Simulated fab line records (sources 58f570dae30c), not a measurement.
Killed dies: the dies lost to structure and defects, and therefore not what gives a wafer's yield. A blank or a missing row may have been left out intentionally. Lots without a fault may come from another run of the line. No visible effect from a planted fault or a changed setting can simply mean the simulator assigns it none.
Lot-split experiment / flow berkeley_cmos170 / on a route of 331 steps: 5 lots, 27 wafers read

SPLIT DETAILS
At UCB170_M2_METAL_ETCH_18 (etches Al in Cl2/BCl3, stops on SiO2, target depth 1170 nm, time 195 s), the setting time_s was moved away from the recipe's 195 s on 9 of the 27 wafers read, by +34.5% to +59.0%. This setting was run at the recipe's value on the other wafers.

FROM SPLIT TO READING: 1 step shown by the file between the two
- UCB170_M2_STRIP_19: strips in O2

THE READING
cd_nm (nm) at UCB170_M2_CD_MEAS_90, where the cd target is 700 nm. Typical for fault-free wafers on this fab line: 700.4 nm, with standard deviation 2 nm.

wafer=L076.1; tool, chamber at the split=rie_metal-02, 1; time_s as run, s=310; against the recipe=+59.0%; cd_nm, nm=668.7; against lot-mates on the recipe=-31.0
wafer=L076.2; tool, chamber at the split=rie_metal-02, 0; time_s as run, s=310; against the recipe=+59.0%; cd_nm, nm=672.8; against lot-mates on the recipe=-26.9
wafer=L076.3; tool, chamber at the split=rie_metal-02, 0; time_s as run, s=195; against the recipe=recipe; cd_nm, nm=699.4; against lot-mates on the recipe=-
wafer=L076.4; tool, chamber at the split=rie_metal-02, 1; time_s as run, s=195; against the recipe=recipe; cd_nm, nm=699.2; against lot-mates on the recipe=-
wafer=L076.5; tool, chamber at the split=rie_metal-02, 0; time_s as run, s=310; against the recipe=+59.0%; cd_nm, nm=671.6; against lot-mates on the recipe=-28.1
wafer=L076.6; tool, chamber at the split=rie_metal-02, 1; time_s as run, s=195; against the recipe=recipe; cd_nm, nm=700.4; against lot-mates on the recipe=-
wafer=L075.1; tool, chamber at the split=rie_metal-04, 1; time_s as run, s=262.2; against the recipe=+34.5%; cd_nm, nm=687.0; against lot-mates on the recipe=-13.4
wafer=L075.2; tool, chamber at the split=rie_metal-04, 0; time_s as run, s=262.2; against the recipe=+34.5%; cd_nm, nm=684.7; against lot-mates on the recipe=-15.7
wafer=L075.3; tool, chamber at the split=rie_metal-04, 0; time_s as run, s=195; against the recipe=recipe; cd_nm, nm=700.5; against lot-mates on the recipe=-
wafer=L075.4; tool, chamber at the split=rie_metal-04, 1; time_s as run, s=262.2; against the recipe=+34.5%; cd_nm, nm=685.5; against lot-mates on the recipe=-14.9
wafer=L075.5; tool, chamber at the split=rie_metal-04, 0; time_s as run, s=195; against the recipe=recipe; cd_nm, nm=702.0; against lot-mates on the recipe=-
wafer=L075.6; tool, chamber at the split=rie_metal-04, 1; time_s as run, s=195; against the recipe=recipe; cd_nm, nm=698.6; against lot-mates on the recipe=-
wafer=L079.1; tool, chamber at the split=rie_metal-02, 0; time_s as run, s=274.1; against the recipe=+40.6%; cd_nm, nm=680.0; against lot-mates on the recipe=-18.9
wafer=L079.2; tool, chamber at the split=rie_metal-02, 1; time_s as run, s=195; against the recipe=recipe; cd_nm, nm=698.3; against lot-mates on the recipe=-
wafer=L079.3; tool, chamber at the split=rie_metal-02, 1; time_s as run, s=195; against the recipe=recipe; cd_nm, nm=700.8; against lot-mates on the recipe=-
wafer=L079.4; tool, chamber at the split=rie_metal-02, 0; time_s as run, s=274.1; against the recipe=+40.6%; cd_nm, nm=679.9; against lot-mates on the recipe=-19.0
wafer=L079.5; tool, chamber at the split=rie_metal-02, 0; time_s as run, s=195; against the recipe=recipe; cd_nm, nm=697.5; against lot-mates on the recipe=-
wafer=L079.6; tool, chamber at the split=rie_metal-02, 1; time_s as run, s=274.1; against the recipe=+40.6%; cd_nm, nm=680.1; against lot-mates on the recipe=-18.8
wafer=L080.1; tool, chamber at the split=rie_metal-03, 1; time_s as run, s=195; against the recipe=recipe; cd_nm, nm=699.0; against lot-mates on the recipe=-
wafer=L080.2; tool, chamber at the split=rie_metal-03, 0; time_s as run, s=195; against the recipe=recipe; cd_nm, nm=701.6; against lot-mates on the recipe=-
wafer=L080.5; tool, chamber at the split=rie_metal-03, 1; time_s as run, s=195; against the recipe=recipe; cd_nm, nm=697.5; against lot-mates on the recipe=-
wafer=L083.1; tool, chamber at the split=rie_metal-02, 0; time_s as run, s=195; against the recipe=recipe; cd_nm, nm=700.4; against lot-mates on the recipe=-
wafer=L083.2; tool, chamber at the split=rie_metal-02, 1; time_s as run, s=195; against the recipe=recipe; cd_nm, nm=700.3; against lot-mates on the recipe=-
wafer=L083.3; tool, chamber at the split=rie_metal-02, 1; time_s as run, s=195; against the recipe=recipe; cd_nm, nm=698.6; against lot-mates on the recipe=-
wafer=L083.4; tool, chamber at the split=rie_metal-02, 0; time_s as run, s=195; against the recipe=recipe; cd_nm, nm=700.7; against lot-mates on the recipe=-
wafer=L083.5; tool, chamber at the split=rie_metal-02, 1; time_s as run, s=195; against the recipe=recipe; cd_nm, nm=702.7; against lot-mates on the recipe=-
wafer=L083.6; tool, chamber at the split=rie_metal-02, 0; time_s as run, s=195; against the recipe=recipe; cd_nm, nm=698.2; against lot-mates on the recipe=-

FIT RESULTS
A straight line over all 27 wafers: cd_nm changes by -0.475 nm for each +1% of time_s; r = -0.99; the points scatter about the line by 1.7 nm.
The same after taking each lot's own level away (the mean of its wafers on the recipe; 27 wafers): -0.471 nm for each +1%; r = -0.99; scatter 1.5 nm.
That fit puts the effect of the largest move of time_s on the reading at 28 nm.
The span of the lots' own levels, 698.87 to 700.37 nm, comes to 0.8 times the standard deviation stated above.
The two slopes are in agreement: the lot-to-lot level therefore moves the slope only a little.
Check: -26.9 nm against its lot-mates is what the line predicts for one of the wafers moved furthest among these (+59.0%) when that wafer is left out of the fit. Against them it came out at -31 nm.

ADDITIONAL SPLITS CARRIED BY THESE WAFERS
Other splits were also applied to these wafers ahead of the reading. Each is held against what the fit with the lots' levels taken away leaves over:
other split on the same wafers=UCB170_ZERO_ETCH_06 time_s; wafers away from the commonest value=12; r with cd_nm (lot level and that fit taken away)=-0.32
other split on the same wafers=UCB170_NWELL_ETCH_13 time_s; wafers away from the commonest value=12; r with cd_nm (lot level and that fit taken away)=+0.11
other split on the same wafers=UCB170_M1_SPUTTER_00 time_s; wafers away from the commonest value=9; r with cd_nm (lot level and that fit taken away)=-0.02

THE WHOLE CHAIN: every reading that the file lists as answering this split, in the file's order
step=UCB170_M2_METAL_ETCH_18; what it does=etches Al in Cl2/BCl3, stops on SiO2, target depth 1170 nm, time 195 s; reading=KrF_of_M2_COAT_10.thk_nm (the simulator's own value, which no gauge read); change (the file's fit)=-4.54 nm for each +1% of the setting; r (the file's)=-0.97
step=UCB170_M2_METAL_ETCH_18; what it does=etches Al in Cl2/BCl3, stops on SiO2, target depth 1170 nm, time 195 s; reading=M2.feature_depth_nm (the simulator's own value, which no gauge read); change (the file's fit)=+0.615 nm for each +1% of the setting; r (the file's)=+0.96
step=UCB170_M2_METAL_ETCH_18; what it does=etches Al in Cl2/BCl3, stops on SiO2, target depth 1170 nm, time 195 s; reading=SiO2_of_V1_CVD_00.thk_nm (the simulator's own value, which no gauge read); change (the file's fit)=-0.688 nm for each +1% of the setting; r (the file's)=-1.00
step=UCB170_M2_STRIP_19; what it does=strips in O2; reading=oes_product_au; change (the file's fit)=-0.00486 a.u. for each +1% of the setting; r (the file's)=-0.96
step=UCB170_M2_CD_MEAS_90; what it does=target cd 700 nm; reading=cd_nm; change (the file's fit)=-0.469 nm for each +1% of the setting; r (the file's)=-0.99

FILE'S OWN FIT
cd_nm changes by -0.469 nm for each +1% of time_s, r = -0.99.
